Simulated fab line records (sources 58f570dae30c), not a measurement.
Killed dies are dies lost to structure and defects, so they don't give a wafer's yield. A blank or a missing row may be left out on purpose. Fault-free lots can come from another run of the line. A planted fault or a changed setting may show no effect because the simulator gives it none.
fab line records    flow berkeley-cmos170
[record] lots = 14  wafers = 42  last-day = 13
route steps=331 shown NVT@110 GATE@138 PLDD@155 NLDD@168 NSD@207
lots that met no fault: from a run of the same line without faults
start-h: the number of hours between the record's first day and the start of the first shown wafer of the lot    wait-h: hours since the lot's step before    " identical to the entry in the row above    L1.1+2: a single row standing in for several wafers    - no value present, or no start provided    * or withheld: withheld    < > ~ a bound
route shown NAME@n: NAME is a module with steps in the file, n the number in the route of the first one    usual: mean and standard deviation over wafers with no fault    same: alike in all rows    chamber/n: place in a boat    sites: readings site by site    _std_site: the values' standard deviation    _edge_site: mean of outer sites minus mean of inner sites    radius-mm: how far each site lies from the wafer's centre    mask NAME#n: copy n    behind: tool/chamber where the wafer was last shaped    hold: cause of the lot's hold/its duration in hours/its outcome    device: which transistor (n, p or np) failed to switch    end of line: the route-end tests of the same wafers    step lacking rows: just its recipe    killed: the dies lost at the first sort to structure and to defects; this is not the yield of the wafer    map: per-die view of a wafer (x killed, . not killed, _ where there is no die)
set.NAME: the setting the step ran with; set.NAME@STEP: the setting that earlier step ran with    model.NAME: the simulator's own value behind a step, which no gauge read
the route's steps for a sample of lots (tables are steps, rows are wafers)
services: a tool's chamber out of use, with start hour (start-h, from the record's first day; less than 0 if before it), hours out, and reason
[[steps]]
[step UCB170_NVT_OVL_MEAS_06]
[usual] NVT_OVL = -1/5.6
lot.wafer  tool        chamber  start-h  wait-h  NVT_OVL[nm]
L255.2     overlay-02  -        131.96   -       -10
L255.3     "           -        "        "       -18
L255.4     "           -        "        "       -3
L256.2     overlay-01  -        147.03   -       -8
L256.5     "           -        "        "       -2
L256.6     "           -        "        "       -3
L258.1     overlay-02  -        156.71   -       6
L258.2     "           -        "        "       5
L258.6     "           -        "        "       11
L262.2     overlay-02  -        165.08   -       1
L262.3     "           -        "        "       -1
L262.5     "           -        "        "       -4
L263.1     overlay-01  -        165.35   -       -11
L263.4     "           -        "        "       -5
L263.6     "           -        "        "       -5
L264.1     overlay-01  -        176.07   -       7
L264.2     "           -        "        "       -2
L264.3     "           -        "        "       -11
L265.1     overlay-01  -        191.04   -       2
L265.5     "           -        "        "       -2
L265.6     "           -        "        "       3
L266.3     overlay-02  -        191.29   -       0
L266.5     "           -        "        "       2
L266.6     "           -        "        "       3
L267.2     overlay-01  -        191.53   -       -4
L267.3     "           -        "        "       -5
L267.5     "           -        "        "       -5
L272.1     overlay-01  -        224.24   -       0
L272.3     "           -        "        "       1
L272.6     "           -        "        "       3
L273.2     overlay-02  -        229.24   -       -1
L273.4     "           -        "        "       1
L273.5     "           -        "        "       1
L274.3     overlay-01  -        229.52   -       1
L274.4     "           -        "        "       1
L274.5     "           -        "        "       -4
L277.2     overlay-02  -        239.07   -       -4
L277.5     "           -        "        "       0
L277.6     "           -        "        "       -6
L278.1     overlay-01  -        246.51   -       17
L278.3     "           -        "        "       10
L278.4     "           -        "        "       11
[step UCB170_GATE_CD_MEAS_12]
[recipe] target-cd-nm = 350
[usual] cd-nm = 350.1/1.3
lot.wafer  tool       chamber  start-h  wait-h  cd-nm
L255.2     cd-sem-01  -        150.71   -       351.7
L255.3     "          -        "        "       350.8
L255.4     "          -        "        "       350.4
L256.2     cd-sem-01  -        163.33   -       352.0
L256.5     "          -        "        "       351.5
L256.6     "          -        "        "       351.3
L258.1     cd-sem-01  -        176.79   -       348.4
L258.2     "          -        "        "       348.7
L258.6     "          -        "        "       350.5
L262.2     cd-sem-02  -        182.40   -       347.6
L262.3     "          -        "        "       347.0
L262.5     "          -        "        "       348.4
L263.1     cd-sem-01  -        182.68   -       352.5
L263.4     "          -        "        "       351.3
L263.6     "          -        "        "       351.4
L264.1     cd-sem-02  -        199.35   -       348.5
L264.2     "          -        "        "       349.7
L264.3     "          -        "        "       350.0
L267.2     cd-sem-01  -        208.02   -       349.8
L267.3     "          -        "        "       349.8
L267.5     "          -        "        "       351.1
L265.1     cd-sem-01  -        208.28   -       352.1
L265.5     "          -        "        "       352.0
L265.6     "          -        "        "       351.7
L266.3     cd-sem-02  -        208.34   -       350.1
L266.5     "          -        "        "       352.2
L266.6     "          -        "        "       350.6
L272.1     cd-sem-01  -        241.28   -       348.4
L272.3     "          -        "        "       349.7
L272.6     "          -        "        "       350.2
L273.2     cd-sem-02  -        241.49   -       350.1
L273.4     "          -        "        "       349.5
L273.5     "          -        "        "       349.4
L274.3     cd-sem-01  -        241.80   -       348.4
L274.4     "          -        "        "       347.6
L274.5     "          -        "        "       349.3
L277.2     cd-sem-01  -        255.90   -       350.4
L277.5     "          -        "        "       350.7
L277.6     "          -        "        "       350.3
L278.1     cd-sem-02  -        266.07   -       350.1
L278.3     "          -        "        "       351.2
L278.4     "          -        "        "       349.7
[step UCB170_PLDD_STRIP_10]
[recipe] chemistry = O2  power-w = 400  pressure-mtorr = 3500  platen-temp-c = withheld  o2-flow-sccm = 400  overash-fraction = 0.5
[usual] chamber-pressure-mTorr = 3500.0/2.8  drypump-motor-current-A = 5.6/0.44  o2-flow-sccm = 400.2/1.4  oes-product-au = 0.734/0.0044  strip-time-to-endpoint-s = 21.66/0.066
lot.wafer  tool             chamber  start-h  wait-h  chamber-pressure-mTorr  drypump-motor-current-A  o2-flow-sccm  oes-product-au  rf-hours-counter-h  strip-time-to-endpoint-s
L255.2     plasma-asher-04  1        153.45   0.1     3498.9                  6.0                      400.8         0.732           35                  21.56
L255.3     "                1        "        "       3501.2                  6.0                      400.7         0.727           -                   21.49
L255.4     "                0        "        "       3500.2                  5.6                      399.3         0.740           -                   21.53
L256.2     plasma-asher-01  1        166.28   0.1     3500.7                  6.0                      400.0         0.741           46                  21.74
L256.5     "                0        "        "       3500.9                  6.0                      399.3         0.734           -                   21.73
L256.6     "                1        "        "       3495.6                  6.0                      400.1         0.739           -                   21.71
L258.1     plasma-asher-01  0        181.35   0.1     3498.6                  6.0                      400.1         0.737           48                  21.70
L258.2     "                1        "        "       3503.6                  6.0                      399.2         0.733           48                  21.68
L258.6     "                1        "        "       3502.2                  6.0                      400.7         0.744           -                   21.72
L262.2     plasma-asher-03  0        184.73   0.1     3496.1                  4.8                      399.8         0.730           7                   21.64
L262.3     "                1        "        "       3502.1                  5.5                      398.9         0.733           -                   21.59
L262.5     "                1        "        "       3505.3                  5.6                      398.1         0.735           -                   21.60
L263.1     plasma-asher-03  1        185.04   0.1     3503.1                  5.6                      398.8         0.734           7                   21.68
L263.4     "                1        "        "       3498.5                  5.7                      399.4         0.738           -                   21.63
L263.6     "                0        "        "       3503.2                  4.8                      399.0         0.731           -                   21.69
L264.1     plasma-asher-04  0        201.62   0.1     3499.0                  5.6                      398.7         0.737           41                  21.75
L264.2     "                1        "        "       3499.4                  6.0                      399.6         0.740           41                  21.78
L264.3     "                1        "        "       3505.1                  6.0                      399.5         0.741           -                   21.78
L267.2     plasma-asher-04  0        210.11   0.1     3505.4                  5.6                      399.6         0.729           42                  21.67
L267.3     "                0        "        "       3501.1                  5.6                      401.0         0.735           -                   21.63
L267.5     "                0        "        "       3498.5                  5.6                      399.9         0.736           -                   21.66
L265.1     plasma-asher-03  0        210.41   0.1     3496.2                  4.8                      399.3         0.737           10                  21.69
L265.5     "                1        "        "       3494.2                  5.6                      399.8         0.738           -                   21.70
L265.6     "                0        "        "       3500.5                  4.8                      399.6         0.730           -                   21.73
L266.3     plasma-asher-01  1        210.69   0.1     3496.6                  6.0                      400.5         0.735           -                   21.67
L266.5     "                0        "        "       3501.2                  6.0                      398.6         0.736           -                   21.69
L266.6     "                1        "        "       3508.8                  6.0                      402.4         0.738           -                   21.67
L272.1     plasma-asher-01  0        244.46   0.1     -                       -                        -             -               -                   -
L272.3     "                1        "        "       -                       -                        -             -               -                   -
L272.6     "                1        "        "       -                       -                        -             -               -                   -
L273.2     plasma-asher-03  1        244.77   0.1     -                       -                        -             -               -                   -
L273.4     "                0        "        "       -                       -                        -             -               -                   -
L273.5     "                1        "        "       -                       -                        -             -               -                   -
L274.3     plasma-asher-03  1        245.10   0.1     3499.0                  5.6                      400.5         0.736           -                   21.78
L274.4     "                0        "        "       3500.1                  4.8                      400.8         0.733           -                   21.71
L274.5     "                0        "        "       3500.0                  4.8                      401.2         0.735           -                   21.75
L277.2     plasma-asher-03  1        258.34   0.1     3499.4                  5.5                      400.9         0.734           15                  21.47
L277.5     "                1        "        "       3505.6                  5.6                      400.2         0.730           -                   21.53
L277.6     "                0        "        "       3499.0                  4.8                      400.8         0.735           -                   21.51
L278.1     plasma-asher-01  1        268.80   0.1     3498.1                  6.0                      402.0         0.738           58                  21.59
L278.3     "                0        "        "       3505.5                  6.0                      401.1         0.739           -                   21.58
L278.4     "                1        "        "       3500.6                  6.0                      400.8         0.741           -                   21.61
[step UCB170_NLDD_STRIP_10]
[recipe] chemistry = O2  power-w = 400  pressure-mtorr = 3500  platen-temp-c = withheld  o2-flow-sccm = 400  overash-fraction = 0.5
[usual] chamber-pressure-mTorr = 3500/3.4  drypump-motor-current-A = 5.5/0.42  o2-flow-sccm = 400.1/1.1  oes-product-au = 0.734/0.0047  strip-time-to-endpoint-s = 21.62/0.064
lot.wafer  tool             chamber  start-h  wait-h  chamber-pressure-mTorr  drypump-motor-current-A  o2-flow-sccm  oes-product-au  rf-hours-counter-h  strip-time-to-endpoint-s
L255.2     plasma-asher-02  1        155.92   0.1     3503                    5.1                      400.2         0.733           40                  21.69
L255.3     "                1        "        "       3504                    5.1                      402.0         0.735           -                   21.63
L255.4     "                0        "        "       3501                    5.6                      400.7         0.745           -                   21.63
L256.2     plasma-asher-03  1        167.91   0.1     3499                    5.6                      399.7         0.745           5                   21.57
L256.5     "                1        "        "       3510                    5.6                      400.5         0.734           -                   21.54
L256.6     "                0        "        "       3503                    4.8                      399.9         0.745           -                   21.54
L258.1     plasma-asher-02  0        183.55   0.1     3500                    5.6                      399.0         0.734           43                  21.60
L258.2     "                1        "        "       3502                    5.1                      399.7         0.723           43                  21.55
L258.6     "                1        "        "       3504                    5.1                      400.9         0.729           -                   21.56
L262.2     plasma-asher-02  0        187.00   0.1     3500                    5.5                      398.9         0.731           44                  21.51
L262.3     "                1        "        "       3506                    5.1                      400.1         0.732           -                   21.47
L262.5     "                0        "        "       3505                    5.5                      399.0         0.732           -                   21.57
L263.1     plasma-asher-01  1        187.28   0.1     3501                    6.0                      400.9         0.730           48                  21.66
L263.4     "                0        "        "       3496                    6.0                      399.2         0.732           -                   21.63
L263.6     "                1        "        "       3501                    6.0                      400.8         0.736           -                   21.65
L264.1     plasma-asher-02  1        204.17   0.1     3505                    5.1                      399.2         0.726           46                  21.57
L264.2     "                0        "        "       3504                    5.6                      399.8         0.735           46                  21.64
L264.3     "                0        "        "       3492                    5.6                      400.7         0.736           -                   21.65
L267.2     plasma-asher-02  0        211.85   0.1     3506                    5.6                      400.8         0.734           46                  21.48
L267.3     "                0        "        "       3500                    5.6                      400.4         0.736           -                   21.59
L267.5     "                1        "        "       3502                    5.1                      401.5         0.734           -                   21.56
L265.1     plasma-asher-01  0        212.30   0.1     3498                    6.0                      399.0         0.741           51                  21.69
L265.5     "                1        "        "       3498                    6.0                      402.1         0.733           -                   21.59
L265.6     "                0        "        "       3500                    6.0                      400.7         0.730           -                   21.58
L266.3     plasma-asher-03  0        213.01   0.1     3505                    4.8                      398.3         0.736           -                   21.68
L266.5     "                0        "        "       3503                    4.8                      400.0         0.731           -                   21.72
L266.6     "                1        "        "       3493                    5.6                      400.0         0.729           -                   21.77
L272.1     plasma-asher-02  0        247.66   0.1     3503                    5.6                      399.8         0.740           50                  47.90
L272.3     "                0        "        "       3500                    5.6                      400.6         0.738           -                   47.91
L272.6     "                0        "        "       3494                    5.6                      400.5         0.737           -                   47.87
L273.2     plasma-asher-03  1        248.34   0.1     3501                    5.6                      398.2         0.746           14                  47.89
L273.4     "                0        "        "       3503                    4.8                      401.4         0.736           -                   47.89
L273.5     "                0        "        "       3505                    4.8                      399.6         0.734           -                   47.94
L274.3     plasma-asher-02  1        248.65   0.1     3496                    5.1                      401.2         0.729           -                   21.67
L274.4     "                0        "        "       3502                    5.6                      399.2         0.730           -                   21.68
L274.5     "                1        "        "       3501                    5.1                      399.9         0.735           -                   21.72
L277.2     plasma-asher-01  0        260.30   0.1     3502                    6.0                      400.9         0.732           57                  21.54
L277.5     "                1        "        "       3501                    6.0                      401.2         0.737           -                   21.67
L277.6     "                0        "        "       3499                    6.0                      399.4         0.729           -                   21.59
L278.1     plasma-asher-02  1        271.11   0.1     3500                    5.1                      401.2         0.735           53                  21.52
L278.3     "                0        "        "       3500                    5.6                      399.3         0.742           -                   21.54
L278.4     "                1        "        "       3501                    5.1                      399.1         0.735           -                   21.55
[step UCB170_NLDD_TW_MEAS_11]
[usual] NLDD_TW = 2210/16
lot.wafer  tool           chamber  start-h  wait-h  hold                      NLDD_TW
L255.2     film-metro-03  -        156.03   0.1     -                         2230
L255.3     "              -        "        "       -                         2216
L255.4     "              -        "        "       -                         2227
L256.2     film-metro-02  -        168.02   0.1     -                         2190
L256.5     "              -        "        "       -                         2192
L256.6     "              -        "        "       -                         2185
L258.1     film-metro-02  -        183.65   0.1     -                         2197
L258.2     "              -        "        "       -                         2193
L258.6     "              -        "        "       -                         2194
L262.2     film-metro-02  -        187.11   0.1     -                         2196
L262.3     "              -        "        "       -                         2202
L262.5     "              -        "        "       -                         2184
L263.1     film-metro-02  -        187.38   0.1     -                         2209
L263.4     "              -        "        "       -                         2202
L263.6     "              -        "        "       -                         2205
L264.1     film-metro-02  -        204.27   0.1     -                         2207
L264.2     "              -        "        "       -                         2203
L264.3     "              -        "        "       -                         2200
L267.2     film-metro-02  -        211.96   0.1     -                         2212
L267.3     "              -        "        "       -                         2224
L267.5     "              -        "        "       -                         2213
L265.1     film-metro-03  -        212.40   0.1     -                         2235
L265.5     "              -        "        "       -                         2221
L265.6     "              -        "        "       -                         2223
L266.3     film-metro-02  -        213.10   0.1     -                         2213
L266.5     "              -        "        "       -                         2216
L266.6     "              -        "        "       -                         2205
L272.1     film-metro-02  -        247.76   0.1     await-dispo/0.2h/release  30
L272.3     "              -        "        "       await-dispo/0.2h/release  30
L272.6     "              -        "        "       await-dispo/0.2h/release  30
L272.1     film-metro-02  -        247.98   0.2     -                         29
L272.3     "              -        "        "       -                         30
L272.6     "              -        "        "       -                         30
L273.2     film-metro-01  -        248.45   0.1     await-dispo/0.2h/release  30
L273.4     "              -        "        "       await-dispo/0.2h/release  30
L273.5     "              -        "        "       await-dispo/0.2h/release  30
L273.2     film-metro-01  -        248.68   0.2     -                         30
L273.4     "              -        "        "       -                         30
L273.5     "              -        "        "       -                         30
L274.3     film-metro-03  -        248.74   0.1     -                         2228
L274.4     "              -        "        "       -                         2222
L274.5     "              -        "        "       -                         2220
L277.2     film-metro-02  -        260.41   0.1     -                         2186
L277.5     "              -        "        "       -                         2183
L277.6     "              -        "        "       -                         2194
L278.1     film-metro-02  -        271.21   0.1     -                         2214
L278.3     "              -        "        "       -                         2209
L278.4     "              -        "        "       -                         2218
[step UCB170_SDANNEAL_RS_MEAS_03]
[recipe] thk-meas-gauge = four-point-probe
[usual] NSD_RS = 37.27/0.09
lot.wafer  tool           chamber  start-h  wait-h  NSD_RS[ohm/sq]
L255.2     film-metro-02  -        166.11   0.1     37.44
L255.3     "              -        "        "       37.22
L255.4     "              -        "        "       37.24
L256.2     film-metro-03  -        181.68   0.1     37.30
L256.5     "              -        "        "       37.13
L256.6     "              -        "        "       37.26
L258.1     film-metro-01  -        198.47   0.1     37.20
L258.2     "              -        "        "       37.20
L258.6     "              -        "        "       37.08
L262.2     film-metro-02  -        198.49   0.1     37.30
L262.3     "              -        "        "       37.39
L262.5     "              -        "        "       37.28
L263.1     film-metro-03  -        200.06   0.1     37.17
L263.4     "              -        "        "       37.26
L263.6     "              -        "        "       37.26
L264.1     film-metro-01  -        215.65   0.1     37.30
L264.2     "              -        "        "       37.26
L264.3     "              -        "        "       37.19
L267.2     film-metro-03  -        225.23   0.1     37.16
L267.3     "              -        "        "       37.27
L267.5     "              -        "        "       37.18
L266.3     film-metro-01  -        225.49   0.1     37.21
L266.5     "              -        "        "       37.32
L266.6     "              -        "        "       37.19
L265.1     film-metro-02  -        225.67   0.1     37.21
L265.5     "              -        "        "       37.21
L265.6     "              -        "        "       37.32
L274.3     film-metro-01  -        258.91   0.1     37.23
L274.4     "              -        "        "       37.22
L274.5     "              -        "        "       37.20
L277.2     film-metro-03  -        274.68   0.1     37.39
L277.5     "              -        "        "       37.35
L277.6     "              -        "        "       37.23
L278.1     film-metro-02  -        281.07   0.1     37.11
L278.3     "              -        "        "       37.16
L278.4     "              -        "        "       37.16
[[services]]
tool             chamber  start-h  hours  kind
plasma-asher-03  -        152.87   0.6    repair
plasma-asher-03  -        233.96   5.4    repair
plasma-asher-04  -        238.41   0.7    repair
[[key]]
[first-sign] step = UCB170_PLDD_STRIP_10  reading = tool-record  direction = missing
[effect] step = UCB170_NLDD_STRIP_10  reading = strip-time-to-endpoint-s  direction = up  sigmas = 99+  usual = *  struck = *
[effect] step = UCB170_NLDD_TW_MEAS_11  reading = visit  direction = added
[effect] step = UCB170_NLDD_TW_MEAS_11  reading = NLDD_TW  direction = down  sigmas = 99+  usual = 2210  struck = 30
met-at UCB170_PLDD_STRIP_10
struck-lots L272,L273
scrapped-behind UCB170_NLDD_TW_MEAS_11 L272.1,L272.3,L272.6,L273.2,L273.4,L273.5
not-acting-at UCB170_NVT_OVL_MEAS_06,UCB170_GATE_CD_MEAS_12,UCB170_SDANNEAL_RS_MEAS_03
onset-between 210.69 244.46
[fault] kind = skipped-step-whole  tool = plasma-asher-01,plasma-asher-03  chamber = -  onset-h = 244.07  steps = UCB170_PLDD_STRIP_10  scope = struck-lots-only
